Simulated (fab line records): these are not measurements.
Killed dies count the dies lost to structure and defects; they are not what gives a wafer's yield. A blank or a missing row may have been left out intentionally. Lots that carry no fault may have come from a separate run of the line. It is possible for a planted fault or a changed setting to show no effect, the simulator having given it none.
A sampling plan put to the test | flow ritCmos | one line in one fab, 40 faults in these records, each fault weighed on the records of the lots it struck
The plan consists of the line's own looks: route steps at which the wafer is read by a gauge or an inspection but not changed. Where struck wafers have a number at a look and the file lists that look's usual mean and standard deviation on fault-free wafers, the look can be judged. Caught: 4 or more of those standard deviations (sigma) separate the usual mean from the mean of the struck wafers at a look after the fault's first step. On the tool: the fault's steps, tested the same way using the tool's own readings. Also counted as caught: the struck wafers showing another recipe, or a record that is empty for them alone.

## THE FAULTS, as the simulator had put them in
1. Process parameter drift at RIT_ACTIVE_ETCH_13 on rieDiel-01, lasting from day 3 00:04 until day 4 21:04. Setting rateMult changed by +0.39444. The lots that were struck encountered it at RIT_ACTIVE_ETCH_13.
2. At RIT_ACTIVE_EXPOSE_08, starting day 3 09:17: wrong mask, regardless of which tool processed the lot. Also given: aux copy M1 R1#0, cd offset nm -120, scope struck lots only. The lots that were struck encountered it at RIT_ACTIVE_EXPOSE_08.
3. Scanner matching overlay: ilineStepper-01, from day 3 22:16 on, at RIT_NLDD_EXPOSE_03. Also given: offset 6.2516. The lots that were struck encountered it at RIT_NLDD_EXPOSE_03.
4. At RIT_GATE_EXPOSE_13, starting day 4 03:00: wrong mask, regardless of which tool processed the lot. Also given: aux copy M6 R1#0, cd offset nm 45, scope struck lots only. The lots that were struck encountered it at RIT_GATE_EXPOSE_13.
5. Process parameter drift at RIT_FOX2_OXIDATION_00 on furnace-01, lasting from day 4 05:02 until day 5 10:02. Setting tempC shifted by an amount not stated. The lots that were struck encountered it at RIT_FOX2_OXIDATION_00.
6. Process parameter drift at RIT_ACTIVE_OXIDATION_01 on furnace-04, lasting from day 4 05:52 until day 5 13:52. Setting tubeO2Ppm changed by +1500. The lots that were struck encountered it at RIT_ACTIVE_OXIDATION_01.
7. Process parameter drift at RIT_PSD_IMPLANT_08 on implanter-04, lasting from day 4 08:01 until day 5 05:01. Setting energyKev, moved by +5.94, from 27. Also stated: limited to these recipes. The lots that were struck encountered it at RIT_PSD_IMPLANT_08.
8. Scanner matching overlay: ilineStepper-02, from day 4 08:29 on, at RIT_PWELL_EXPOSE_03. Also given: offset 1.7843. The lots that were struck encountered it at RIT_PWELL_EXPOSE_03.
9. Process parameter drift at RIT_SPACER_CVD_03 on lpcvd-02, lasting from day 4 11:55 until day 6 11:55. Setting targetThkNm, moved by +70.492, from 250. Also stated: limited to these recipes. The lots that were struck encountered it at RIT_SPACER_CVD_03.
10. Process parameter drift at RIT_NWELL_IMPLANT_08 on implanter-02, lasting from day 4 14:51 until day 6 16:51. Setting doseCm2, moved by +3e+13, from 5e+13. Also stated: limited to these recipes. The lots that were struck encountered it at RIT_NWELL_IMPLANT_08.
11. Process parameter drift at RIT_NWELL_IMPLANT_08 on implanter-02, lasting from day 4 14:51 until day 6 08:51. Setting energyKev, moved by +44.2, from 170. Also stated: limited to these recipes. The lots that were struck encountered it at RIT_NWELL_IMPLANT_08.
12. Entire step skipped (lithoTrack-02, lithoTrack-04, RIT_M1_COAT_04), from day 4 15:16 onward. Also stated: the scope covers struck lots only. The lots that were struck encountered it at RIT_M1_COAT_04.
13. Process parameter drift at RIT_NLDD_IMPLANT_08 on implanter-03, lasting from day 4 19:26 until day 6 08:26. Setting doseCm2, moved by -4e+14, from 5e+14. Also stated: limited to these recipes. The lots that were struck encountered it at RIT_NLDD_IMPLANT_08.
14. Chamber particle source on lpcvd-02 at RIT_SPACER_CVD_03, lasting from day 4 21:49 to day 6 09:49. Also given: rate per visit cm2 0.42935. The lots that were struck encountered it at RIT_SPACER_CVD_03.
15. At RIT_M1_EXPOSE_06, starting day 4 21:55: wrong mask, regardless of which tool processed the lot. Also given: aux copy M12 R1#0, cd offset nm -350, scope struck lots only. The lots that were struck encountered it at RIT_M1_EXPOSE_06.
16. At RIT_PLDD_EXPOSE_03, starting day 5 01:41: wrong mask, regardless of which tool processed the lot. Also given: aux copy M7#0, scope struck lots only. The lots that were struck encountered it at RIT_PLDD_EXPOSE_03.
17. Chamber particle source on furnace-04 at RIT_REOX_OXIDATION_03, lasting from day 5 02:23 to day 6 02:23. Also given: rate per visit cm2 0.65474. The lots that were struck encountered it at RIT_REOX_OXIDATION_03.
18. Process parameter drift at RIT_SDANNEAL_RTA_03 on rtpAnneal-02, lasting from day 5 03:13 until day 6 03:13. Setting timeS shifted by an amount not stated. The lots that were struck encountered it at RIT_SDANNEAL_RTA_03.
19. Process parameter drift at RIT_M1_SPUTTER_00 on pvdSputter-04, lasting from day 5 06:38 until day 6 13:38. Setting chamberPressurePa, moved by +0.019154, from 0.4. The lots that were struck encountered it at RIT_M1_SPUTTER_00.
20. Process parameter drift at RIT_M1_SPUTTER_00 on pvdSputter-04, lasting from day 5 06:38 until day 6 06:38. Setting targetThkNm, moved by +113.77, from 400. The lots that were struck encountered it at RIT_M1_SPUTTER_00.
21. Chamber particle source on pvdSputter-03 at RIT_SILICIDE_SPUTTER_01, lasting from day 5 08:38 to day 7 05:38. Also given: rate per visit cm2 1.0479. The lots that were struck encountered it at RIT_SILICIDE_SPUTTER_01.
22. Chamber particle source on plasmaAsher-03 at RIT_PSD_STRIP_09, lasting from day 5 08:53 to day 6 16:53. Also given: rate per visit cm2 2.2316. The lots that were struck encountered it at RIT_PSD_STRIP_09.
23. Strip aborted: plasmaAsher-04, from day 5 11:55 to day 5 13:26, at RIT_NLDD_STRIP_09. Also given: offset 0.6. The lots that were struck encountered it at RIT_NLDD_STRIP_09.
24. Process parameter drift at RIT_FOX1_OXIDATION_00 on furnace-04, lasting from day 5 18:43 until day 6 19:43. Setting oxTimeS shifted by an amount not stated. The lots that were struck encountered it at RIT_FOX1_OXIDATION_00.
25. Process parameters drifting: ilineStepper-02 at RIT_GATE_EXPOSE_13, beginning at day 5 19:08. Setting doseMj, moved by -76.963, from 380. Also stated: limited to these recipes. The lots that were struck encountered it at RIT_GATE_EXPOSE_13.
26. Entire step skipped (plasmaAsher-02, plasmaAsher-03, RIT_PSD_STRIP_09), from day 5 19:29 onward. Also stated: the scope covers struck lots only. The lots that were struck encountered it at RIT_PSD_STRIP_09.
27. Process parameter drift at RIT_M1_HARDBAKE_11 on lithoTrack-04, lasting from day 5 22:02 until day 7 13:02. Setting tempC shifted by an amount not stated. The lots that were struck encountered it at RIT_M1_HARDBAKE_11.
28. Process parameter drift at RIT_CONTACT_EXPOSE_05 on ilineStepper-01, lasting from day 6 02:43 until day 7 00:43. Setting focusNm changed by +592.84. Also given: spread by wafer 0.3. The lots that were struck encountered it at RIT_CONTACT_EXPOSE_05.
29. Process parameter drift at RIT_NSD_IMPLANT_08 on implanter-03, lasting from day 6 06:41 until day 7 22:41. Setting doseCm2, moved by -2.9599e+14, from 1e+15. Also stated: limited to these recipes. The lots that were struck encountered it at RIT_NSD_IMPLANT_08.
30. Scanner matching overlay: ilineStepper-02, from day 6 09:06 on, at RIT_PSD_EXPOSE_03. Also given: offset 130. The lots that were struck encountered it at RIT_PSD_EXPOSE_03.
31. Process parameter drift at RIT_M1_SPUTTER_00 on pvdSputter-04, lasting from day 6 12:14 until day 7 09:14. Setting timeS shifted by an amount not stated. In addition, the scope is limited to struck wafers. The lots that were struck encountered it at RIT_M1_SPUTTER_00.
32. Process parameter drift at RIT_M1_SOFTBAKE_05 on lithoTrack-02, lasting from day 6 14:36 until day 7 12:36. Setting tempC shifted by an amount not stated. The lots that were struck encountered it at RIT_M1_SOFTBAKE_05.
33. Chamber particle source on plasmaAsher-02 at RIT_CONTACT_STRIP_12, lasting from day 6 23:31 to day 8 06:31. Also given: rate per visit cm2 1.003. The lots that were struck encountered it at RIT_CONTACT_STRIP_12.
34. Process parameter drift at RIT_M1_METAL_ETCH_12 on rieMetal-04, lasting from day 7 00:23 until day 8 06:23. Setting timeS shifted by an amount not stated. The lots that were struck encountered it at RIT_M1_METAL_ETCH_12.
35. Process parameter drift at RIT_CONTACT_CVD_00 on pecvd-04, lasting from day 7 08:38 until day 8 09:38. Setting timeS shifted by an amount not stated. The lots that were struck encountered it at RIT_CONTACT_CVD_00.
36. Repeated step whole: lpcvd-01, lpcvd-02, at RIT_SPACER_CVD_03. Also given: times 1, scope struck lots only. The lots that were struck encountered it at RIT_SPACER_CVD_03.
37. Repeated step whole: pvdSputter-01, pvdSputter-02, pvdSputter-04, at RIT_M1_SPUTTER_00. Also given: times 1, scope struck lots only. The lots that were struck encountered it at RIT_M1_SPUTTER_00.
38. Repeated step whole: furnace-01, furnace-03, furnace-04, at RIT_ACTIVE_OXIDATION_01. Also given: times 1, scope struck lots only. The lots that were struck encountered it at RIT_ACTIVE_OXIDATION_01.
39. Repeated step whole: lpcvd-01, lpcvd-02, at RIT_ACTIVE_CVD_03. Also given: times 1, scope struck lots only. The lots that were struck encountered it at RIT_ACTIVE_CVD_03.
40. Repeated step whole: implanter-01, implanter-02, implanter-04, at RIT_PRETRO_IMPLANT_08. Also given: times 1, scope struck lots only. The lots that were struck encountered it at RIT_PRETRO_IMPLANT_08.

## WHAT THE PLAN SAW
fault | on the tool itself                               | first look that catches it                      | reading, sigma                   | median hours from its first step to that look | hours from the fault's start to the first struck lot there | judged looks passed uncaught
1     | under 2 sigma                                    | none of the 4 looks that can be judged after it | -                                | -                                             | -                                                          | 4
2     | under 2 sigma                                    | RIT_ACTIVE_CD_MEAS_11                           | cdNm -52                         | 0.4                                           | 3                                                          | 0
3     | no reading that can be judged                    | RIT_NLDD_OVL_MEAS_06                            | NLDD_OVL +5.1                    | 0.4                                           | 3                                                          | 0
4     | no reading that can be judged                    | RIT_GATE_CD_MEAS_16                             | cdNm +19                         | 0.4                                           | 4                                                          | 0
5     | tubeCenterTempC +99 or beyond sigma              | RIT_FOX2_THK_MEAS_01                            | FOX2_OXIDE_THK +4.8              | 1.3                                           | 8                                                          | 0
6     | under 2 sigma                                    | RIT_ACTIVE_THK_MEAS_02                          | ACTIVE_OXIDE_THK +6.1            | 1.9                                           | 4                                                          | 0
7     | beamEnergyKeV +99 or beyond sigma                | RIT_PSD_TW_MEAS_10                              | PSD_TW +8.7                      | 0.3                                           | 5                                                          | 0
8     | under 2 sigma                                    | no look after it can be judged                  | -                                | -                                             | -                                                          | 0
9     | no reading that can be judged                    | RIT_SPACER_THK_MEAS_04                          | SPACER_NITRIDE_THK +34           | 1.9                                           | 7                                                          | 0
10    | doseIonsCm2 +99 or beyond sigma                  | RIT_NWELL_TW_MEAS_10                            | NWELL_TW +14                     | 0.3                                           | 10                                                         | 0
11    | beamEnergyKeV +99 or beyond sigma                | RIT_NWELL_TW_MEAS_10                            | NWELL_TW +4.0                    | 0.3                                           | 10                                                         | 0
12    | the tool's record is blank for the struck wafers | no look after it can be judged                  | -                                | -                                             | -                                                          | 0
13    | doseIonsCm2 -99 or beyond sigma                  | RIT_NLDD_TW_MEAS_10                             | NLDD_TW -71                      | 0.3                                           | 7                                                          | 0
14    | under 2 sigma                                    | no look after it can be judged                  | -                                | -                                             | -                                                          | 0
15    | no reading that can be judged                    | RIT_M1_CD_MEAS_09                               | cdNm -99 or beyond               | 0.4                                           | 5                                                          | 0
16    | under 2 sigma                                    | RIT_PLDD_TW_MEAS_10                             | PLDD_TW -99 or beyond            | 0.9                                           | 2                                                          | 0
17    | under 2 sigma                                    | no look after it can be judged                  | -                                | -                                             | -                                                          | 0
18    | under 2 sigma                                    | RIT_SDANNEAL_RS_MEAS_04                         | PSD_RS -56                       | 0.1                                           | 5                                                          | 0
19    | chamberPressurePa +25 sigma                      | RIT_M1_CD_MEAS_09                               | cdNm +5.0                        | 1.5                                           | 7                                                          | 0
20    | under 2 sigma                                    | RIT_M1_RS_MEAS_01                               | M1_AL_RS -20                     | 0.3                                           | 6                                                          | 0
21    | under 2 sigma                                    | no look after it can be judged                  | -                                | -                                             | -                                                          | 0
22    | under 2 sigma                                    | no look after it can be judged                  | -                                | -                                             | -                                                          | 0
23    | runLengthS -99 or beyond sigma                   | RIT_PLDD_TW_MEAS_10                             | PLDD_TW -99 or beyond            | 1.7                                           | 3                                                          | 0
24    | under 2 sigma                                    | RIT_FOX1_THK_MEAS_01                            | FOX1_OXIDE_THK -19               | 1.3                                           | 4                                                          | 0
25    | exposureDoseMJCm2 -99 or beyond sigma            | RIT_GATE_CD_MEAS_16                             | cdNm +40                         | 0.4                                           | 4                                                          | 0
26    | the tool's record is blank for the struck wafers | no look after it can be judged                  | -                                | -                                             | -                                                          | 0
27    | heaterPowerTotalW -44 sigma                      | no look after it can be judged                  | -                                | -                                             | -                                                          | 0
28    | exposureDoseMJCm2 -12 sigma                      | RIT_CONTACT_CD_MEAS_08                          | cdNm +8.1                        | 0.5                                           | 13                                                         | 0
29    | doseIonsCm2 -99 or beyond sigma                  | RIT_NSD_TW_MEAS_10                              | NSD_TW -15                       | 0.3                                           | 5                                                          | 0
30    | under 2 sigma                                    | RIT_PSD_OVL_MEAS_06                             | PSD_OVL +80                      | 0.4                                           | 6                                                          | 0
31    | under 2 sigma                                    | RIT_M1_RS_MEAS_01                               | M1_AL_RS -36                     | 0.3                                           | 5                                                          | 0
32    | heaterPowerTotalW +22 sigma                      | not the one look that can be judged after it    | -                                | -                                             | -                                                          | 1
33    | under 2 sigma                                    | no look after it can be judged                  | -                                | -                                             | -                                                          | 0
34    | runLengthS -99 or beyond sigma                   | no look after it can be judged                  | -                                | -                                             | -                                                          | 0
35    | runLengthS -7.1 sigma                            | RIT_CONTACT_THK_MEAS_01                         | CONTACT_TEOS_THK -5.1            | 0.1                                           | 5                                                          | 0
36    | under 2 sigma                                    | RIT_SPACER_THK_MEAS_04                          | SPACER_NITRIDE_THK +99 or beyond | 4.3                                           | -                                                          | 0
37    | under 2 sigma                                    | RIT_M1_RS_MEAS_01                               | M1_AL_RS -44                     | 0.8                                           | -                                                          | 0
38    | under 2 sigma                                    | RIT_ACTIVE_THK_MEAS_02                          | ACTIVE_OXIDE_THK +32             | 4.1                                           | -                                                          | 0
39    | no reading that can be judged                    | RIT_ACTIVE_THK_MEAS_04                          | ACTIVE_NITRIDE_THK +99 or beyond | 3.2                                           | -                                                          | 0
40    | no reading that can be judged                    | RIT_PRETRO_TW_MEAS_10                           | PRETRO_TW +20                    | 0.6                                           | -                                                          | 0
A dash: the fault is not caught, or the number is missing from these records.

Caught at a look: 28 of 40. Caught on the tool: 16 of 40. By one or the other: 33 of 40.
Caught on the tool alone: faults 12, 26, 27, 32, 34.
Caught at a look alone: faults 2, 3, 4, 6, 9, 15, 16, 18, 20, 24, 30, 31, 36, 37, 38, 39, 40.
Caught by neither: faults 1, 8, 14, 17, 21, 22, 33.

## THINNER SAMPLING
Were the look that catches a fault to measure just every second or every third lot (counted by lot number), the first struck lot would, at worst, be measured this late:
fault | struck lots at that look, in order of time | every lot | every second lot | every third lot
2     | L525                                       | 3 h       | may miss it      | may miss it
3     | L997, L102, L104, L106                     | 3 h       | 27 h             | 39 h
4     | L799                                       | 4 h       | may miss it      | may miss it
5     | L677, L678, L681                           | 8 h       | 12 h             | may miss all 3
6     | L581, L582, L585                           | 4 h       | 9 h              | may miss all 3
7     | L725, L727                                 | 5 h       | may miss all 2   | may miss all 2
9     | L763, L765, L766                           | 7 h       | 19 h             | may miss all 3
10    | L708, L709                                 | 10 h      | 16 h             | may miss all 2
11    | L716, L717                                 | 10 h      | 16 h             | may miss all 2
13    | L990, L991, L993                           | 7 h       | 15 h             | may miss all 3
15    | L965                                       | 5 h       | may miss it      | may miss it
16    | L138                                       | 2 h       | may miss it      | may miss it
18    | L476, L478                                 | 5 h       | may miss all 2   | may miss all 2
19    | L850, L852, L854                           | 7 h       | may miss all 3   | 27 h
20    | L386, L388                                 | 6 h       | may miss all 2   | may miss all 2
23    | L809                                       | 3 h       | may miss it      | may miss it
24    | L586, L587                                 | 4 h       | 9 h              | may miss all 2
25    | L594, L595, L600                           | 4 h       | 9 h              | may miss all 3
28    | L592                                       | 13 h      | may miss it      | may miss it
29    | L230, L231                                 | 5 h       | 8 h              | may miss all 2
30    | L504, L510                                 | 6 h       | may miss all 2   | may miss all 2
31    | L735, L737                                 | 5 h       | may miss all 2   | may miss all 2
35    | L415, L417                                 | 5 h       | may miss all 2   | may miss all 2
Hours are from the fault's start to the first struck lot that is measured. Since the struck wafers were tested as one group against 4 sigma, a single lot by itself may lie under the limit. Other struck lots may not be in these records.

## THE LONGEST TIMED WAY FROM STEP TO LOOK
For fault 36, RIT_SPACER_CVD_03 and RIT_SPACER_THK_MEAS_04 are separated by a median of 4.3 hours. No look between them can be judged.
